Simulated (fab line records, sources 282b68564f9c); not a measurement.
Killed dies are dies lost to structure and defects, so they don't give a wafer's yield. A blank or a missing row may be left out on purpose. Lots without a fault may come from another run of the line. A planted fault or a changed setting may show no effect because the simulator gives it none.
fab line records | flow rit_cmos
record lots=12 wafers=36 last_day=8
route steps=202 shown NWELL@38 NRETRO@56 NSD@140 CONTACT@181
lots that met no fault: from a run of the same line without faults
start_h: hours from the record's first day to the start of the lot's first wafer shown | wait_h: hours since the lot's step before | " the same as in the row above | L1.1+2: a row that stands for several wafers | - no value, or no start given | * or withheld: withheld | < > ~ a bound
route shown NAME@n: a module of which the file shows steps, and the number in the route of the first | usual: mean/standard deviation of fault-free wafers | same: alike in all rows | chamber/n: place in a boat | sites: the reading at each site | _std_site: their standard deviation | _edge_site: outer sites' mean less inner sites' | radius_mm: how far each site lies from the wafer's centre | mask NAME#n: copy n | behind: the tool/chamber that last shaped the wafer | hold: why the lot was held/for how many hours/how that ended | device: the transistor (n, p or np) that didn't switch | end of line: the same wafers' tests at the end of the route | a step without rows: its recipe alone | killed: dies lost to structure and defects at the first sort, not the wafer's yield | map: a wafer's dies, x killed, . not, _ none there
set.NAME: the setting as run; set.NAME@STEP: as run at that earlier step | model.NAME: the simulator's own value behind a step, which no gauge read
steps of the route over a sample of lots; a table a step, a row a wafer
services: from which hour (start_h, from the record's first day; less than 0 if before it) a tool's chamber was out of use, for how many hours, and why
## steps
# step RIT_NWELL_TW_MEAS_10
# usual NWELL_TW=2150/15
# columns lot.wafer tool chamber start_h wait_h NWELL_TW
L978.3 film_metro-04 - 23.47 0.1 2143
L978.4 " - " " 2152
L978.6 " - " " 2145
L979.2 film_metro-04 - 31.05 0.1 2157
L979.4 " - " " 2152
L979.6 " - " " 2175
L982.1 film_metro-04 - 42.15 0.1 2151
L982.5 " - " " 2141
L982.6 " - " " 2152
L986.3 film_metro-04 - 65.68 0.1 2130
L986.4 " - " " 2139
L986.5 " - " " 2137
L989.2 film_metro-04 - 81.88 0.1 2151
L989.3 " - " " 2143
L989.6 " - " " 2155
L990.2 film_metro-01 - 83.17 0.1 2175
L990.3 " - " " 2176
L990.4 " - " " 2170
L991.2 film_metro-01 - 87.21 0.1 2173
L991.5 " - " " 2159
L991.6 " - " " 2168
L992.2 film_metro-01 - 94.82 0.1 2171
L992.3 " - " " 2171
L992.5 " - " " 2167
L995.3 film_metro-01 - 110.14 0.1 2154
L995.4 " - " " 2159
L995.5 " - " " 2165
L996.1 film_metro-04 - 113.31 0.1 2158
L996.4 " - " " 2144
L996.5 " - " " 2153
L100.1 film_metro-01 - 135.93 0.1 2165
L100.2 " - " " 2174
L100.4 " - " " 2161
L101.1 film_metro-04 - 138.74 0.1 2156
L101.2 " - " " 2150
L101.6 " - " " 2149
# step RIT_NRETRO_EXPOSE_03
# recipe mask_id=M4 na=0.57 target_cd_nm=43900 dose_mj=250
# columns lot.wafer tool chamber start_h wait_h mask
L978.3+4+6 iline_stepper-02 0 31.66 0.2 M4#0
L979.2+4+6 iline_stepper-01 0 39.11 0.2 M4#0
L982.1+5+6 iline_stepper-02 0 50.57 0.2 M4#0
L986.3+4+5 iline_stepper-01 0 76.56 0.2 M4#0
L989.2+3+6 iline_stepper-01 0 89.49 0.2 M4#0
L990.2+3+4 iline_stepper-02 0 90.76 0.2 M4#0
L991.2+5+6 iline_stepper-02 0 96.02 0.1 M4#0
L992.2+3+5 iline_stepper-02 0 103.06 0.1 M4#0
L995.3+4+5 iline_stepper-02 0 117.80 0.2 M4#0
L996.1+4+5 iline_stepper-02 0 120.89 0.1 M4#0
L100.1+2+4 iline_stepper-02 0 143.44 0.2 M4#0
L101.1+2+6 iline_stepper-02 0 149.73 0.1 M4#0
# step RIT_NRETRO_OVL_MEAS_06
# usual NRETRO_OVL=-0.1/1.3
# columns lot.wafer tool chamber start_h wait_h NRETRO_OVL[nm]
L978.3 overlay-01 - 32.06 - 0.5
L978.4 " - " " 0.5
L978.6 " - " " -1.1
L979.2 overlay-01 - 39.53 - -1.9
L979.4 " - " " -1.1
L979.6 " - " " -2.6
L982.1 overlay-01 - 51.00 - 1.6
L982.5 " - " " 1.8
L982.6 " - " " 0.9
L986.3 overlay-02 - 76.96 - 420.8
L986.4 " - " " 420.5
L986.5 " - " " 420.2
L989.2 overlay-01 - 89.98 - 419.6
L989.3 " - " " 420.1
L989.6 " - " " 420.0
L990.2 overlay-02 - 91.17 - -2.1
L990.3 " - " " 0.9
L990.4 " - " " -2.3
L991.2 overlay-02 - 96.43 - -0.4
L991.5 " - " " -2.1
L991.6 " - " " -2.4
L992.2 overlay-02 - 103.48 - -1.1
L992.3 " - " " -0.7
L992.5 " - " " -0.3
L995.3 overlay-02 - 118.20 - 1.2
L995.4 " - " " -1.4
L995.5 " - " " -1.3
L996.1 overlay-01 - 121.32 - 0.6
L996.4 " - " " 1.6
L996.5 " - " " -0.9
L100.1 overlay-02 - 143.87 - 1.4
L100.2 " - " " 0.8
L100.4 " - " " 2.0
L101.1 overlay-01 - 150.16 - 0.6
L101.2 " - " " -1.2
L101.6 " - " " -0.3
# step RIT_NSD_STRIP_09
# recipe chemistry=O2 time_s=180 resist=NOVOLAK platen_temp_c=withheld power_w=500 pressure_mtorr=4000 o2_flow_sccm=4000
# usual drypump_motor_current_A=5.80/0.26 rf_refl_power_W=6.4/1.1
# columns lot.wafer tool chamber start_h wait_h drypump_motor_current_A rf_hours_counter_h rf_refl_power_W
L978.3 plasma_asher-04 0 52.09 0.1 5.43 - 5.5
L978.4 " 1 " " 5.62 - 9.0
L978.6 " 1 " " 5.64 - 9.1
L979.2 plasma_asher-04 1 59.11 0.1 5.60 40 8.9
L979.4 " 1 " " 5.61 - 8.9
L979.6 " 1 " " 5.62 - 9.1
L982.1 plasma_asher-01 0 79.16 0.1 6.02 42 5.5
L982.5 " 1 " " 5.56 - 6.4
L982.6 " 0 " " 6.02 - 5.5
L986.3 plasma_asher-01 0 98.59 0.1 5.99 - 5.6
L986.4 " 1 " " 5.59 - 6.4
L986.5 " 0 " " 6.03 - 5.4
L989.2 plasma_asher-04 0 108.95 0.1 5.42 45 5.4
L989.3 " 1 " " 5.62 - 8.7
L989.6 " 0 " " 5.41 - 5.5
L990.2 plasma_asher-04 1 111.90 0.1 5.64 45 8.8
L990.3 " 0 " " 5.39 - 5.8
L990.4 " 1 " " 5.62 - 8.7
L991.2 plasma_asher-02 0 118.40 0.1 6.13 49 6.0
L991.5 " 0 " " 6.16 - 5.9
L991.6 " 1 " " 5.89 - 6.4
L992.2 plasma_asher-02 1 122.09 0.1 5.90 49 6.0
L992.3 " 0 " " 6.12 - 5.9
L992.5 " 1 " " 5.90 - 6.1
L995.3 plasma_asher-01 0 139.03 0.1 6.00 - 5.6
L995.4 " 1 " " 5.57 - 6.2
L995.5 " 0 " " 5.99 - 5.5
L996.1 plasma_asher-01 1 143.75 0.1 5.55 2 6.3
L996.4 " 0 " " 6.00 - 5.4
L996.5 " 0 " " 5.99 - 5.7
L100.1 plasma_asher-04 1 168.37 0.1 5.62 51 8.8
L100.2 " 0 " " 5.42 51 5.4
L100.4 " 1 " " 5.61 - 9.0
L101.1 plasma_asher-02 1 171.62 0.1 5.91 54 6.2
L101.2 " 0 " " 6.17 54 6.1
L101.6 " 1 " " 5.91 - 6.1
# step RIT_CONTACT_CD_MEAS_90
# recipe target_cd_nm=1000
# usual cd_nm=999.4/2.1
# columns lot.wafer tool chamber start_h wait_h cd_nm
L978.3 cd_sem-02 - 57.15 0.1 999.5
L978.4 " - " " 999.2
L978.6 " - " " 999.5
L979.2 cd_sem-02 - 64.79 0.1 995.1
L979.4 " - " " 996.3
L979.6 " - " " 998.1
L982.1 cd_sem-02 - 84.81 0.1 996.5
L982.5 " - " " 999.9
L982.6 " - " " 996.7
L986.3 cd_sem-02 - 103.66 0.1 1001.3
L986.4 " - " " 1000.7
L986.5 " - " " 1000.6
L989.2 cd_sem-02 - 114.11 0.1 1003.4
L989.3 " - " " 1002.6
L989.6 " - " " 1002.1
L990.2 cd_sem-02 - 116.93 0.1 998.5
L990.3 " - " " 1001.4
L990.4 " - " " 999.9
L991.2 cd_sem-02 - 123.27 0.1 998.3
L991.5 " - " " 998.2
L991.6 " - " " 1000.5
L992.2 cd_sem-02 - 127.11 0.1 1000.4
L992.3 " - " " 1001.9
L992.5 " - " " 1002.5
L995.3 cd_sem-02 - 143.98 0.1 993.7
L995.4 " - " " 992.5
L995.5 " - " " 994.1
L996.1 cd_sem-02 - 148.85 0.1 999.6
L996.4 " - " " 1000.0
L996.5 " - " " 998.2
L100.1 cd_sem-02 - 173.71 0.1 999.2
L100.2 " - " " 1000.0
L100.4 " - " " 999.4
L101.1 cd_sem-02 - 177.15 0.1 998.9
L101.2 " - " " 999.1
L101.6 " - " " 999.9
## services
# columns tool chamber start_h hours kind
plasma_asher-01 - 43.43 1.2 repair
plasma_asher-04 - 49.04 2.8 pm
iline_stepper-01 - 77.36 6.5 repair
plasma_asher-04 - 85.90 2.0 repair
plasma_asher-04 - 89.52 2.1 repair
iline_stepper-01 0 99.70 - calibration
iline_stepper-01 - 107.67 1.7 pm
plasma_asher-01 - 108.75 9.0 pm
plasma_asher-01 0 108.75 9.0 vent_cycle
plasma_asher-01 1 108.75 9.0 vent_cycle
plasma_asher-01 0 117.75 - clean
plasma_asher-01 1 117.75 - clean
iline_stepper-02 - 147.81 1.7 pm
iline_stepper-02 - 167.85 2.1 pm
iline_stepper-02 - 169.93 - consumable_replace:lamp
## key
first_sign step=RIT_NRETRO_OVL_MEAS_06 reading=NRETRO_OVL direction=up sigmas=99+ usual=-0.1 struck=420.2
effect none on later readings
met_at RIT_NRETRO_EXPOSE_03
struck_lots L986,L989
tester_left_out L986,L989
not_acting_at RIT_NWELL_TW_MEAS_10,RIT_NSD_STRIP_09,RIT_CONTACT_CD_MEAS_90
onset_between 39.11 76.56
fault kind=scanner_matching_overlay tool=iline_stepper-01 chamber=- onset_h=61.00 steps=RIT_NRETRO_EXPOSE_03 offset=420
# tester_left_out: of these lots the tester's yield and bins aren't shown, on N5 and GAA mostly nor the transistor test; their killed dies are dies lost to structure and defects alone, not to doping, threshold or leakage, so they don't give the yield
